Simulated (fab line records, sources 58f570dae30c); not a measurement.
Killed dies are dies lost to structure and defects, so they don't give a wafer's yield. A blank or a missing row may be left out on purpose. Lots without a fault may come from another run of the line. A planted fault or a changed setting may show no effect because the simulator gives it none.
Chamber matching | flow berkeley_cmos170 | UCB170_V1_CMP_02 on cmp-02: 4 sister chambers
The step polishes SiO2. 4 wafers are shown with their chamber, then 7 later ones without.

WAFERS WITH THEIR CHAMBER
wafer  | chamber | motor_current_A (A)
L859.1 | 0       | 14.6
L861.3 | 3       | 17.0
L861.5 | 1       | 16.0
L866.5 | 2       | 16.7

WAFERS WITHOUT THEIR CHAMBER
wafer  | motor_current_A (A)
L866.6 | 17.4
L867.2 | 18.2
L867.4 | 13.4
L867.5 | 14.0
L868.3 | 18.3
L868.4 | 17.5
L868.5 | 14.0

WHICH CHAMBER EACH WENT THROUGH
wafer  | from the rows above          | in truth
L866.6 | can't be placed: 3 or 2 or 1 | 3
L867.2 | can't be placed: 3 or 2 or 1 | 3
L867.4 | can't be placed: 0 or 1      | 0
L867.5 | can't be placed: 0 or 1      | 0
L868.3 | can't be placed: 3 or 2 or 1 | 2
L868.4 | can't be placed: 3 or 2 or 1 | 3
L868.5 | can't be placed: 0 or 1      | 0
Placed correctly: 0 of 7. Can't be placed from these rows: 7 (the true chamber is among the candidates in 7). Placed wrongly: 0.
How it was worked out, from the rows above alone: a wafer's distance from a chamber is the root of the sum, over the readings, of the square of ((its reading less the chamber's mean) divided by the reading's scatter). The wafer belongs to the nearest chamber; if the next one is less than 2 further off, it can't be placed. A chamber's mean is the mean of its shown wafers. The scatter: with one shown wafer a chamber, the root of the mean of the squares of how far each hidden wafer lies from its nearest shown one.
